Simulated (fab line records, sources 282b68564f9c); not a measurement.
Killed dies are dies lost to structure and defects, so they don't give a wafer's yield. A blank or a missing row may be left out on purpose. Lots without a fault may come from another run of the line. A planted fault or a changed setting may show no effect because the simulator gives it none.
Split-lot experiment | flow rit_cmos | 5 lots, 23 wafers read, on a route of 202 steps

THE SPLIT
At RIT_PWELL_IMPLANT_08, the setting dose_cm2 was moved away from the recipe's 7e+13 on 11 of the 23 wafers read, by -5.7% to +5.9%. The other wafers ran this setting at the recipe's value.

FROM THE SPLIT TO THE READING: what the file shows between them, 4 steps
- RIT_PWELL_STRIP_09: strips in O2, time 180 s
- RIT_PWELL_TW_MEAS_10
- RIT_WELLDRIVE_ANNEAL_00: time 14700 s
- RIT_WELLDRIVE_RS_MEAS_01: measures by four-point-probe

THE READING
PWELL_RS, in ohm/sq, at RIT_WELLDRIVE_RS_MEAS_02 (measures by four-point-probe). Fault-free wafers of this fab line usually give 429.6 ohm/sq, standard deviation 1.3 ohm/sq.

wafer  | tool, chamber at the split | dose_cm2 as run | against the recipe | PWELL_RS, ohm/sq | against lot-mates on the recipe
L075.1 | implanter-04, 0            | 7.415e+13       | +5.9%              | 414.5            | -16.4
L075.3 | implanter-04, 0            | 7.415e+13       | +5.9%              | 414.8            | -16.1
L075.4 | implanter-04, 0            | 7e+13           | recipe             | 430.9            | -
L075.5 | implanter-04, 0            | 7e+13           | recipe             | 431.0            | -
L075.6 | implanter-04, 0            | 7.415e+13       | +5.9%              | 414.0            | -16.9
L079.1 | implanter-01, 0            | 6.72e+13        | -4.0%              | 439.4            | +11.4
L079.2 | implanter-01, 0            | 6.72e+13        | -4.0%              | 439.4            | +11.4
L079.3 | implanter-01, 0            | 7e+13           | recipe             | 427.9            | -
L079.4 | implanter-01, 0            | 6.72e+13        | -4.0%              | 441.4            | +13.4
L079.5 | implanter-01, 0            | 7e+13           | recipe             | 428.2            | -
L080.2 | implanter-01, 0            | 7e+13           | recipe             | 427.8            | -
L080.3 | implanter-01, 0            | 7e+13           | recipe             | 426.7            | -
L080.4 | implanter-01, 0            | 7.3e+13         | +4.3%              | 416.6            | -11.1
L080.5 | implanter-01, 0            | 7e+13           | recipe             | 428.6            | -
L080.6 | implanter-01, 0            | 7.3e+13         | +4.3%              | 417.3            | -10.4
L083.1 | implanter-04, 0            | 7e+13           | recipe             | 430.3            | -
L083.2 | implanter-04, 0            | 7e+13           | recipe             | 429.1            | -
L083.6 | implanter-04, 0            | 7e+13           | recipe             | 430.8            | -
L085.1 | implanter-04, 0            | 7e+13           | recipe             | 429.3            | -
L085.2 | implanter-04, 0            | 6.602e+13       | -5.7%              | 445.2            | +15.9
L085.3 | implanter-04, 0            | 6.602e+13       | -5.7%              | 444.9            | +15.6
L085.5 | implanter-04, 0            | 6.602e+13       | -5.7%              | 445.8            | +16.5
L085.6 | implanter-04, 0            | 7e+13           | recipe             | 429.3            | -

THE FIT
A straight line over all 23 wafers: PWELL_RS changes by -2.69 ohm/sq for each +1% of dose_cm2; r = -0.99; the points scatter about the line by 1.2 ohm/sq.
The same after taking each lot's own level away (the mean of its wafers on the recipe; 23 wafers): -2.79 ohm/sq for each +1%; r = -1.00; scatter 0.72 ohm/sq.
On that fit, the largest move of dose_cm2 shifts the reading by 17 ohm/sq.
The lots' own levels span 427.70 to 430.95 ohm/sq, that is 2.5 times the standard deviation above.
So the lot-to-lot level changes the slope little: the two slopes agree.
Check: with one of the wafers moved furthest among these (+5.9%) left out of the fit, the line predicts -16.3 ohm/sq for it against its lot-mates. It came out at -16.4 ohm/sq against them.

OTHER SPLITS ON THESE WAFERS
These wafers also went through other splits before the reading. Each is held against what the fit with the lots' levels taken away leaves over:
other split on the same wafers    | wafers away from the commonest value | r with PWELL_RS (lot level and that fit taken away)
RIT_ACTIVE_OXIDATION_01 ox_time_s | 18                                   | +0.01
RIT_ACTIVE_COAT_06 spin_rpm       | 4                                    | -0.01
RIT_ACTIVE_ETCH_13 time_s         | 11                                   | +0.00
RIT_NWELL_COAT_01 resist_thk_nm   | 4                                    | +0.14
RIT_NWELL_IMPLANT_08 dose_cm2     | 8                                    | +0.22

THE WHOLE CHAIN: every reading that the file lists as answering this split, in the file's order
step                     | what it does                 | reading  | change (the file's fit)           | r (the file's)
RIT_PWELL_TW_MEAS_10     |                              | PWELL_TW | +2.76 for each +1% of the setting | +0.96
RIT_WELLDRIVE_RS_MEAS_02 | measures by four-point-probe | PWELL_RS | -2.78 for each +1% of the setting | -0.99

THE FILE'S OWN FIT
PWELL_RS changes by -2.78 ohm/sq for each +1% of dose_cm2, r = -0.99.
